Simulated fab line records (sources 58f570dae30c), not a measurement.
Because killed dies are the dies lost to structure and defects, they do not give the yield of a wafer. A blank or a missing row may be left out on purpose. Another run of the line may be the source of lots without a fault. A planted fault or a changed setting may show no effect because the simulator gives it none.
Split-lot study | flow berkeley-cmos170 | 27 wafers read from 5 lots, route of 331 steps

## THE SPLIT
At UCB170_SPACER_CVD_00 (deposits SiO2 from TEOS/O2, target thk 376 nm, time 47 s), the setting time-s was moved away from the recipe's 47 s on 9 of the 27 wafers read, by -30.8% to +54.7%. All remaining wafers had this setting at the recipe value.

There is no step in the file separating the split from the reading.

## THE READING
SPACER_TEOS_THK, in nm, at UCB170_SPACER_THK_MEAS_01. Typical for fault-free wafers on this fab line: 375 nm, with standard deviation 5 nm.

wafer  | tool, chamber at the split | time-s as run, s | against the recipe | SPACER_TEOS_THK, nm | against lot-mates on the recipe
L075.2 | pecvd-02, 1                | 47               | recipe             | 375                 | -
L075.3 | pecvd-02, 2                | 47               | recipe             | 375                 | -
L075.4 | pecvd-02, 0                | 47               | recipe             | 377                 | -
L078.1 | pecvd-04, 0                | 47               | recipe             | 369                 | -
L078.2 | pecvd-04, 1                | 47               | recipe             | 373                 | -
L078.3 | pecvd-04, 2                | 47               | recipe             | 376                 | -
L078.4 | pecvd-04, 1                | 47               | recipe             | 380                 | -
L078.5 | pecvd-04, 0                | 47               | recipe             | 377                 | -
L078.6 | pecvd-04, 2                | 47               | recipe             | 384                 | -
L076.1 | pecvd-03, 2                | 47               | recipe             | 373                 | -
L076.2 | pecvd-03, 1                | 32.53            | -30.8%             | 258                 | -123
L076.3 | pecvd-03, 0                | 32.53            | -30.8%             | 263                 | -118
L076.4 | pecvd-03, 2                | 47               | recipe             | 387                 | -
L076.5 | pecvd-03, 0                | 47               | recipe             | 382                 | -
L076.6 | pecvd-03, 1                | 32.53            | -30.8%             | 261                 | -120
L081.1 | pecvd-04, 1                | 47               | recipe             | 371                 | -
L081.2 | pecvd-04, 0                | 47               | recipe             | 373                 | -
L081.3 | pecvd-04, 2                | 72.69            | +54.7%             | 576                 | +202
L081.4 | pecvd-04, 1                | 72.69            | +54.7%             | 582                 | +208
L081.5 | pecvd-04, 0                | 47               | recipe             | 378                 | -
L081.6 | pecvd-04, 2                | 72.69            | +54.7%             | 587                 | +213
L085.1 | pecvd-02, 2                | 69.33            | +47.5%             | 551                 | +172
L085.2 | pecvd-02, 0                | 69.33            | +47.5%             | 548                 | +169
L085.3 | pecvd-02, 1                | 47               | recipe             | 375                 | -
L085.4 | pecvd-02, 2                | 47               | recipe             | 381                 | -
L085.5 | pecvd-02, 0                | 69.33            | +47.5%             | 554                 | +175
L085.6 | pecvd-02, 1                | 47               | recipe             | 380                 | -

THE FIT
A straight line over all 27 wafers: SPACER_TEOS_THK changes by +3.72 nm for each +1% of time-s; r = +1.00; the points scatter about the line by 4.5 nm.
The same after taking each lot's own level away (the mean of its wafers on the recipe; 27 wafers): +3.76 nm for each +1%; r = +1.00; scatter 4.7 nm.
That fit puts the effect of the largest move of time-s on the reading at 2.1e+02 nm.
From 374.0 to 380.7 nm: that is the span of the lots' own levels, equal to 1.3 times the standard deviation above.
Hence the lot-to-lot level has little effect on the slope; both slopes agree.
Check: for one of the wafers moved furthest among these (+54.7%), held out of the fit, the line's prediction against its lot-mates is +205 nm. It came out at +202 nm against them.

## THE OTHER SPLITS THESE WAFERS WENT THROUGH
Note: prior to the reading, these wafers also went through further splits. Each is held against what the fit with the lots' levels taken away leaves over:
other split on the same wafers         | wafers away from the commonest value | r with SPACER_TEOS_THK (lot level and that fit taken away)
UCB170_ZERO_ETCH_06 time-s             | 9                                    | +0.11
UCB170_ACTIVE_ETCH_15 time-s           | 9                                    | +0.00
UCB170_SCREENOX_OXIDATION_01 ox-time-s | 21                                   | +0.13

## THE WHOLE CHAIN: every reading that the file lists as answering this split, in the file's order
step                      | what it does                                                             | reading                                                                       | change (the file's fit)                                                            | r (the file's)
UCB170_SPACER_CVD_00      | deposits SiO2 from TEOS/O2, target thk 376 nm, time 47 s                 | SiO2_of_SPACER_CVD_00.thk-nm (the simulator's own value, which no gauge read) | +3.75 nm for each +1% of the setting                                               | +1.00
UCB170_SPACER_THK_MEAS_01 |                                                                          | SPACER_TEOS_THK                                                               | +3.75 for each +1% of the setting                                                  | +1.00
UCB170_SPACER_ETCHBACK_03 | etches SiO2 in CHF3/CF4/Ar, stops on Si, target depth 376 nm, time 100 s | etch.depth-nm (the simulator's own value, which no gauge read)                | not straight: 260.9 at the lowest setting, 376.9 at the recipe, 427 at the highest | not given

## FILE'S OWN FIT
SPACER_TEOS_THK changes by +3.75 nm for each +1% of time-s, r = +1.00.
